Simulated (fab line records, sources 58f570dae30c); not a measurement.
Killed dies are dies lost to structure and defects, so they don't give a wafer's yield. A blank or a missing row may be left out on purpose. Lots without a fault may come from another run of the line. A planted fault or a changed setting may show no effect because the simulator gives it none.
A struck lot beside a sound one | flow berkeley_cmos170 | 22 steps out of a route of 331
Sound: wafers L493.2, L493.3, L493.4. Struck: wafers L502.3, L502.4, L502.5. The cause comes at the end.
At each step with rows: each side's tool, then ch and its chambers, then its first start. Under that, the readings that differ: sound wafers | struck wafers | difference of the means | sigmas: that difference in standard deviations of wafers without a fault.
alike: readings whose means differ by less than 2 such deviations, and words and numbers that are the same on both sides. not compared: withheld readings, readings that some wafer has no value for, bounds like >300 that may hide the same value, and numbers for which the record gives no deviation and whose values overlap.
The two part at a step that has a row with sigmas, a row that says differs or no value, or rows on one side only. Numbers that don't overlap but have no deviation are shown without sigmas and don't part them. A reading that every wafer of one side lacks parts them only if that side has two wafers or more.

UCB170_NWELL_ETCH_13: etches Si3N4 in CH3F/Ar/O2, stops on SiO2, target depth 246.4 nm, time 154 s.
  sound on rie_diel-04 ch 1,3, day 2 15:11; struck on rie_diel-01 ch 0,1, day 4 14:53
  alike: drypump_motor_current_A, oes_product_au, throttle_valve_pct
  not compared: rf_hours_counter_h
then, 1 step without rows for these wafers: UCB170_NWELL_IMPLANT_14.
UCB170_NWELL_STRIP_15: strips in O2.
  sound on plasma_asher-01 ch 0,1, day 2 15:29; struck on plasma_asher-04 ch 0,1, day 4 15:11
  alike: drypump_motor_current_A, oes_product_au, strip_time_to_endpoint_s
  not compared: rf_hours_counter_h
UCB170_NWELL_TW_MEAS_16:
  sound on film_metro-02, day 2 15:36; struck on film_metro-02, day 4 15:16
  alike: NWELL_TW
then, 6 steps without rows for these wafers: UCB170_NWELL_CLEAN_17 (cleans in SPM, time 600 s); UCB170_NWELL_WET_ETCH_18 (etches Si3N4 in H3PO4, time 14400 s); UCB170_NWELL_WET_ETCH_19 (etches SiO2 in BOE, time 22 s); UCB170_PWELL_CLEAN_00 (cleans in SPM, time 600 s); UCB170_PWELL_CLEAN_01 (cleans in dHF, time 60 s); UCB170_PWELL_OXIDATION_02 (target thk 26.4 nm, ox time 1260 s).
UCB170_PWELL_THK_MEAS_03:
  sound on film_metro-01, day 2 22:24; struck on film_metro-01, day 4 23:31
  alike: PWELL_OXIDE_THK
then, 1 step without rows for these wafers: UCB170_PWELL_ANNEAL_04 (time 900 s).
UCB170_PWELL_CVD_05: deposits Si3N4 from SiH2Cl2/NH3, target thk 220 nm, time 3300 s.
  sound on lpcvd-01 ch 1, day 3 02:01; struck on lpcvd-01 ch 1, day 5 03:32
  reading                                 | sound             | struck            | difference | sigmas
  sih2cl2_flow_sccm (sccm)                | 24.95 24.97 24.97 | 37.54 37.54 37.56 | +12.58     | +99 or more
  model.Si3N4_of_PWELL_CVD_05.thk_nm (nm) | 219.3 218.5 219.1 | 249 248.1 247.3   | +29        |
UCB170_PWELL_THK_MEAS_06:
  sound on film_metro-01, day 3 04:54; struck on film_metro-04, day 5 06:41
  reading                | sound             | struck            | difference | sigmas
  PWELL_NITRIDE_THK (nm) | 219.2 218.5 219.1 | 248.9 248.1 247.5 | +29.2      | +14
  not compared: hold
then, 5 steps without rows for these wafers: UCB170_PWELL_COAT_08 (resist thk 900 nm); UCB170_PWELL_SOFTBAKE_09 (time 60 s); UCB170_PWELL_EXPOSE_10 (exposes mask PWELL, target cd 3000 nm); UCB170_PWELL_PEB_11; UCB170_PWELL_DEVELOP_12 (develop time 45 s).
UCB170_PWELL_OVL_MEAS_13:
  sound on overlay-01, day 3 06:31; struck on overlay-01, day 5 12:08
  alike: PWELL_OVL
UCB170_PWELL_ETCH_14: etches Si3N4 in CH3F/Ar/O2, stops on SiO2, target depth 242 nm, time 146.3 s.
  sound on rie_diel-04 ch 0,3, day 3 06:32; struck on rie_diel-04 ch 1,3, day 5 12:10
  reading                  | sound             | struck            | difference | sigmas
  oes_product_au (a.u.)    | 0.976 0.965 0.956 | 1.012 1.016 0.998 | +0.043     | +2
  model.etch.depth_nm (nm) | 219.3 218.5 219.1 | 230 231.3 235     | +13        |
  alike: drypump_motor_current_A, throttle_valve_pct
  not compared: rf_hours_counter_h
then, 1 step without rows for these wafers: UCB170_PWELL_IMPLANT_15.

WHERE THEY PART
First at UCB170_PWELL_CVD_05; last, within this record, at UCB170_PWELL_ETCH_14.

WHY: what the simulator had put in
Process parameter drift: lpcvd-01, from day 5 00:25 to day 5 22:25, at UCB170_PWELL_CVD_05. Setting sih2cl2_flow_sccm, moved by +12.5, from 25. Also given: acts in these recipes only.
